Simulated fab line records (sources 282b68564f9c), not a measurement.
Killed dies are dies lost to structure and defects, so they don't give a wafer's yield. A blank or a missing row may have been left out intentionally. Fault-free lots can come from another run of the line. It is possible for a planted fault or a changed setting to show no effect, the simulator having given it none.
Matching of chambers	flow rit_cmos	rie_diel-04 running RIT_ACTIVE_ETCH_13: 4 sister chambers
The step etches Si3N4 in SF6, stops on SiO2, time 210 s, target depth 210 nm. 8 wafers are shown with their chamber, then 7 later ones without.

EACH WAFER AND ITS CHAMBER
wafer	chamber	throttle_valve_pct (%)	oes_product_au (a.u.)
L334.1	1	7.52	0.826
L336.1	0	7.66	0.810
L336.4	1	7.51	0.832
L340.1	0	7.65	0.811
L340.2	2	7.27	0.829
L340.4	3	7.43	0.819
L343.2	3	7.43	0.814
L343.3	2	7.28	0.810

WAFERS WITHOUT THEIR CHAMBER
wafer	throttle_valve_pct (%)	oes_product_au (a.u.)
L343.5	7.66	0.811
L351.1	7.67	0.820
L351.3	7.53	0.827
L351.4	7.43	0.815
L352.1	7.43	0.814
L352.3	7.53	0.828
L352.5	7.53	0.816

WHICH CHAMBER EACH ONE RAN IN
wafer	from the rows above	in truth
L343.5	0	0
L351.1	0	0
L351.3	1	1
L351.4	3	3
L352.1	3	3
L352.3	1	1
L352.5	1	1
Placed correctly: 7 of 7. Number that these rows cannot place: 0. Wrongly placed: 0.
How it was worked out, from the rows above alone: a wafer's distance from a chamber is the root of the sum, over the readings, of the square of ((its reading less the chamber's mean) divided by the reading's scatter). The wafer belongs to the nearest chamber; if the next one is less than 2 further off, it can't be placed. A chamber's mean is the mean of its shown wafers. The scatter: the root of (the sum of the squares of (reading less its chamber's mean) over the shown wafers, divided by (wafers less chambers)).
